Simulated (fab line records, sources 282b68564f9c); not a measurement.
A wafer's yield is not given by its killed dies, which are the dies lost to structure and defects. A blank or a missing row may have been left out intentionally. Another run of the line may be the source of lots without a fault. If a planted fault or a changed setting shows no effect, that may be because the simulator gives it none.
Which of the tools did it? -- flow ritCmos -- 14 lots, 42 wafers sampled, at 4 steps of a route of 202

## WHAT EACH GAUGE READ, for each wafer
RIT_ACTIVE_THK_MEAS_02.
lot,measured,on,ACTIVE_OXIDE_THK (nm)
L179,day 1 12:24,filmMetro-03,46.3 47.5 46.6
L180,day 1 17:04,filmMetro-04,47.5 48.4 48.4
L181,day 1 22:11,filmMetro-04,46.4 45.7 45.7
L182,day 2 03:47,filmMetro-03,47.2 47.4 46.5
L183,day 2 08:03,filmMetro-01,45.7 46.1 46.9
L184,day 2 14:44,filmMetro-04,48.3 49.1 47.3
L187,day 3 04:03,filmMetro-03,46.1 45.8 46.1
L188,day 3 09:26,filmMetro-04,47.2 47.0 46.8
L189,day 3 15:04,filmMetro-03,47.0 46.3 46.8
L190,day 3 20:23,filmMetro-01,46.1 45.5 45.6
L194,day 4 15:20,filmMetro-04,47.4 47.9 47.9
L197,day 5 09:27,filmMetro-01,46.5 46.6 45.6
L200,day 6 00:59,filmMetro-03,46.3 46.1 46.5
L202,day 6 08:43,filmMetro-01,46.7 46.1 47.3

RIT_M1_CD_MEAS_09: target cd 2600 nm.
lot,measured,on,cdNm (nm)
L179,day 3 10:46,cdSem-02,2601.9 2602.5 2600.9
L180,day 3 15:23,cdSem-01,2601.9 2602.2 2602.7
L181,day 3 20:37,cdSem-02,2599.4 2600.5 2599.3
L182,day 4 02:40,cdSem-02,2600.8 2600.2 2602.7
L183,day 4 10:21,cdSem-01,2599.0 2601.6 2601.1
L184,day 4 12:42,cdSem-02,2599.0 2599.8 2600.8
L187,day 5 00:58,cdSem-01,2604.3 2603.7 2604.8
L188,day 5 10:02,cdSem-01,2596.1 2597.0 2596.8
L189,day 5 15:28,cdSem-01,2599.4 2597.9 2599.1
L190,day 5 20:53,cdSem-01,2601.3 2599.0 2600.9
L194,day 6 17:23,cdSem-01,2601.0 2602.4 2599.4
L197,day 7 19:06,cdSem-02,2600.5 2599.5 2599.5
L200,day 8 14:24,cdSem-02,2597.8 2599.2 2599.4
L202,day 8 20:22,cdSem-01,2597.9 2598.7 2596.9

RIT_M1_OVL_MEAS_10.
lot,measured,on,M1_OVL (nm)
L179,day 3 10:53,overlay-01,-2.6 -2.9 -2.5
L180,day 3 15:29,overlay-02,-3.2 -0.9 -0.6
L181,day 3 20:43,overlay-02,-1.3 -1.9 0.0
L182,day 4 02:47,overlay-02,1.4 -0.1 0.5
L183,day 4 10:28,overlay-02,-1.0 -2.2 -1.5
L184,day 4 12:49,overlay-02,0.0 0.5 -0.4
L187,day 5 01:05,overlay-02,-0.9 -1.7 0.7
L188,day 5 10:08,overlay-02,0.2 -1.8 -1.4
L189,day 5 15:33,overlay-01,0.9 1.9 0.5
L190,day 5 20:59,overlay-02,1.0 -1.6 0.9
L194,day 6 17:30,overlay-02,2.5 0.8 2.4
L197,day 7 19:13,overlay-02,0.7 -1.3 -1.4
L200,day 8 14:31,overlay-02,0.2 1.1 -0.2
L202,day 8 20:28,overlay-02,0.0 1.1 -1.1

## TOOL THAT RAN EACH LOT (tool first, then ch and the chambers of the sampled wafers, then the start)
lot,RIT_NLDD_STRIP_09
L179,"plasmaAsher-03 ch 0,1, day 2 22:01"
L180,"plasmaAsher-03 ch 0,1, day 3 01:53"
L181,"plasmaAsher-02 ch 0, day 3 08:03"
L182,"plasmaAsher-03 ch 0,1, day 3 14:34"
L183,"plasmaAsher-02 ch 1, day 3 21:44"
L184,"plasmaAsher-02 ch 0,1, day 4 00:13"
L187,"plasmaAsher-01 ch 0,1, day 4 11:41"
L188,"plasmaAsher-03 ch 0,1, day 4 21:40"
L189,"plasmaAsher-02 ch 0,1, day 5 02:17"
L190,"plasmaAsher-03 ch 0, day 5 07:34"
L194,"plasmaAsher-03 ch 0,1, day 6 04:46"
L197,"plasmaAsher-03 ch 0,1, day 7 06:28"
L200,"plasmaAsher-01 ch 0,1, day 8 01:52"
L202,"plasmaAsher-02 ch 0,1, day 8 07:32"
- RIT_NLDD_STRIP_09: strips in O2, time 180 s.

## WHAT THE TOOLS THEMSELVES READ (means of the sampled wafers that have a number; where no wafer has one, the mark that the record gives instead)
RIT_NLDD_STRIP_09.
lot,tool,chamberPressureMTorr (mTorr),drypumpMotorCurrentA (A)
L179,plasmaAsher-03,4003,5.4
L180,plasmaAsher-03,4000,5.4
L181,plasmaAsher-02,3999,6.5
L182,plasmaAsher-03,4002,5.4
L183,plasmaAsher-02,4001,5.9
L184,plasmaAsher-02,3995,6.3
L187,plasmaAsher-01,4000,5.1
L188,plasmaAsher-03,3999,5.5
L189,plasmaAsher-02,3997,6.1
L190,plasmaAsher-03,3998,5.7
L194,plasmaAsher-03,3202,5.4
L197,plasmaAsher-03,3203,5.6
L200,plasmaAsher-01,4000,5.0
L202,plasmaAsher-02,3999,6.1

## THE ANSWER, worked out from the rows above alone
Rule: the usual values come from the lots themselves. The widest of any qualifying gaps counts: lots, ordered by their means at a reading, are off when they make up no more than a third of the lots, leave a main group of 4 or more, and stand apart from it by 3 or more times the standard deviation of that group's means. A main group is skipped when, at the precision printed for the reading in the tables above, its means are all equal. A lot without any number at a reading at which 4 lots or more have one is off too. All remaining lots with rows at the step are treated as sound. After the gauges, taken in route order, come the tools' own readings; for these a lot's mean is taken, as printed above. The first step at which some lot is off is used, and at that step the reading that is off furthest; a lot without a number counts as furthest.
Off: L194, L197 (RIT_NLDD_STRIP_09, chamberPressureMTorr). The main group: mean 3999 mTorr, standard deviation 2.1.
If a tool, at that step or one of the process steps before it, ran each lot that is off and ran no sound lot following the first of them, it fits. One fits: plasmaAsher-03 at RIT_NLDD_STRIP_09. A fault onset in the window from L190 (day 5 07:34, its last sound lot) to L194 (day 6 04:46, its first lot off) fits.
The tool's own readings at RIT_NLDD_STRIP_09 bear it out: on the lots that are off they differ by more than 5 times the standard deviation of the sound lots' means. chamberPressureMTorr reads 3202 mTorr there against 3999 mTorr on the sound lots.

## WHAT THE SIMULATOR HAD INSERTED
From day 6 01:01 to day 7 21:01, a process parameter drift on plasmaAsher-03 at RIT_NLDD_STRIP_09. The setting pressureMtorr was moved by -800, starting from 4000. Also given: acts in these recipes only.
Lots struck among those shown: L194, L197. The rule above found the same.
